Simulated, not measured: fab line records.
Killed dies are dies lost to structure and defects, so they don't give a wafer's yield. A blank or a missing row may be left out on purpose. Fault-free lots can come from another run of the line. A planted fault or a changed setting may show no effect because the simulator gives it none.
A single fault, viewed from 2 desks ; flow rit cmos ; each desk holds nothing but its own numbers, with what lay behind them at the end

== THE TOOL OWNER'S DESK: litho track-02 ==
At RIT_M1_SOFTBAKE_05 (time 60 s), the tool's own readings, given per lot that ran on this tool as the mean of the sampled wafers with a number. The brackets show how far a lot's mean lies from the usual mean; more than 4 standard deviations puts the lot out of limits, marked OUT.
Columns: A = heater power total W at RIT_M1_SOFTBAKE_05, usual 34.56 W; B = plate temp C at RIT_M1_SOFTBAKE_05, usual 90.00 C
lot;first seen here;A;B
L133;day 3 21:24;34.60;89.90
L142;day 5 17:37;36.01 (+31) OUT;92.84 (+24) OUT
L143;day 5 22:05;36.04 (+31) OUT;92.82 (+23) OUT
This desk finds L142, L143 out of limits, L142 being first, at day 5 17:37 (heater power total W at RIT_M1_SOFTBAKE_05). Within limits: L133.

== THE METROLOGY DESK ==
What the gauges read for every lot (on any tool): the sampled wafers with a number, averaged. The brackets show how far a lot's mean lies from the usual mean; more than 4 standard deviations puts the lot out of limits, marked OUT.
Columns: A = CONTACT_OVL at RIT_CONTACT_OVL_MEAS_09, usual 0.2 nm; B = cd nm at RIT_CONTACT_CD_MEAS_90, usual 1000.5 nm; C = M1_AL_RS at RIT_M1_RS_MEAS_01, usual 0.0733 ohm/sq; D = M1_AL_THK at RIT_M1_THK_MEAS_02, usual 405 nm; E = cd nm at RIT_M1_CD_MEAS_09, usual 2600.3 nm
lot;first seen here;A;B;C;D;E
L133;day 3 19:34;-0.2;1004.5;0.0738;400;2600.2
L137;day 4 15:20;-0.7;999.7;0.0740;401;2600.5
L142;day 5 15:47;0.3;996.9;0.0737;403;2597.7
L143;day 5 20:15;0.1;1001.1;0.0737;403;2597.3
L152;day 7 19:52;0.1;999.4;0.0740;401;2600.4
L153;day 8 04:17;2.6;996.3;0.0740;400;2600.3
This desk's finding: nothing out of limits on any of the 6 lots.

== TAKEN TOGETHER ==
An alarm could have come from the tool owner's desk at day 5 17:37, on L142, L143.
From the metrology desk's view, nothing was out of limits.
The metrology desk has L142, L143 on record, within its limits.
Of the lots named, all ran RIT_M1_SOFTBAKE_05 on litho track-02.

== WHAT HAD BEEN PUT IN BY THE SIMULATOR ==
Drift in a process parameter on litho track-02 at RIT_M1_SOFTBAKE_05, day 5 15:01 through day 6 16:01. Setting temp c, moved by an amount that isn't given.
Lots struck among those shown: L142, L143.
Delay in hours, fault start to first out-of-limits reading, by desk: the tool owner's desk at 3.
